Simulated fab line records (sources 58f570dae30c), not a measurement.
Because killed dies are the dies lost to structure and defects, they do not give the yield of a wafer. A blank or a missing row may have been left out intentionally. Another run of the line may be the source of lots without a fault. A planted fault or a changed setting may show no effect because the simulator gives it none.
Split-lot trial | flow berkeley cmos170 | 5 lots, 23 wafers read, on a route of 331 steps

## ABOUT THE SPLIT
At UCB170_NSD_IMPLANT_08, the setting dose cm2 was moved away from the recipe's 3e+15 on 9 of the 23 wafers read, by -5.1% to +6.4%. All remaining wafers had this setting at the recipe value.

## FROM THE SPLIT TO THE READING: what the file shows between them, 3 steps
- UCB170_NSD_STRIP_09: strips in O2
- UCB170_SDANNEAL_RTA_00: time 10 s (also split here: time s)
- UCB170_SDANNEAL_RTA_01: time 5 s

## THE READING
NSD_RS in ohm/sq, measured at UCB170_SDANNEAL_RS_MEAS_03 by four-point-probe. On this fab line, fault-free wafers typically give 37.27 ohm/sq with a standard deviation of 0.093 ohm/sq.

wafer  | tool, chamber at the split | dose cm2 as run | against the recipe | NSD_RS, ohm/sq | against lot-mates on the recipe
L077.1 | implanter-01, 0            | 3e+15           | recipe             | 37.32          | -
L077.3 | implanter-01, 0            | 3e+15           | recipe             | 37.25          | -
L077.4 | implanter-01, 0            | 2.847e+15       | -5.1%              | 38.07          | +0.79
L077.5 | implanter-01, 0            | 3e+15           | recipe             | 37.26          | -
L077.6 | implanter-01, 0            | 2.847e+15       | -5.1%              | 38.17          | +0.89
L076.1 | implanter-04, 0            | 3e+15           | recipe             | 37.47          | -
L076.2 | implanter-04, 0            | 3e+15           | recipe             | 37.41          | -
L076.6 | implanter-04, 0            | 3e+15           | recipe             | 37.41          | -
L078.1 | implanter-04, 0            | 2.938e+15       | -2.1%              | 37.73          | +0.35
L078.3 | implanter-04, 0            | 2.938e+15       | -2.1%              | 37.56          | +0.19
L078.4 | implanter-04, 0            | 3e+15           | recipe             | 37.45          | -
L078.5 | implanter-04, 0            | 3e+15           | recipe             | 37.30          | -
L078.6 | implanter-04, 0            | 2.938e+15       | -2.1%              | 37.73          | +0.35
L080.1 | implanter-03, 0            | 3.154e+15       | +5.1%              | 36.45          | -0.81
L080.2 | implanter-03, 0            | 3e+15           | recipe             | 37.24          | -
L080.4 | implanter-03, 0            | 3.154e+15       | +5.1%              | 36.45          | -0.81
L080.5 | implanter-03, 0            | 3e+15           | recipe             | 37.26          | -
L080.6 | implanter-03, 0            | 3e+15           | recipe             | 37.27          | -
L085.1 | implanter-03, 0            | 3.192e+15       | +6.4%              | 36.15          | -1.13
L085.2 | implanter-03, 0            | 3.192e+15       | +6.4%              | 36.17          | -1.11
L085.3 | implanter-03, 0            | 3e+15           | recipe             | 37.25          | -
L085.4 | implanter-03, 0            | 3e+15           | recipe             | 37.22          | -
L085.6 | implanter-03, 0            | 3e+15           | recipe             | 37.36          | -

FIT RESULTS
A straight line over all 23 wafers: NSD_RS changes by -0.171 ohm/sq for each +1% of dose cm2; r = -0.99; the points scatter about the line by 0.08 ohm/sq.
The same after taking each lot's own level away (the mean of its wafers on the recipe; 23 wafers): -0.165 ohm/sq for each +1%; r = -0.99; scatter 0.057 ohm/sq.
The reading moves by 1.1 ohm/sq for the largest change in dose cm2, on that fit.
The lots' own levels span 37.257 to 37.430 ohm/sq, that is 1.9 times the standard deviation above.
So the lot-to-lot level changes the slope little: the two slopes agree.
Check: with one of the wafers moved furthest among these (+6.4%) left out of the fit, the line predicts -1.05 ohm/sq for it against its lot-mates. It came out at -1.13 ohm/sq against them.

## THESE WAFERS: OTHER SPLITS
Before the reading, these wafers also passed through other splits. Each is held against what the fit with the lots' levels taken away leaves over:
other split on the same wafers    | wafers away from the commonest value | r with NSD_RS (lot level and that fit taken away)
UCB170_NLDD_IMPLANT_08 dose cm2   | 6                                    | -0.13
UCB170_NLDD_STRIP_10 o2 flow sccm | 9                                    | -0.01
UCB170_PSD_IMPLANT_08 energy kev  | 4                                    | -0.18
UCB170_SDANNEAL_RTA_00 time s     | 7                                    | -0.15

## THE WHOLE CHAIN: every reading that the file lists as answering this split, in the file's order
step                       | what it does                 | reading                  | change (the file's fit)              | r (the file's)
UCB170_NSD_STRIP_09        | strips in O2                 | strip time to endpoint s | withheld for each +1% of the setting | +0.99
UCB170_SDANNEAL_RS_MEAS_03 | measures by four-point-probe | NSD_RS                   | -0.166 for each +1% of the setting   | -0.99

## THE FILE'S OWN FIT
NSD_RS changes by -0.166 ohm/sq for each +1% of dose cm2, r = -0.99.
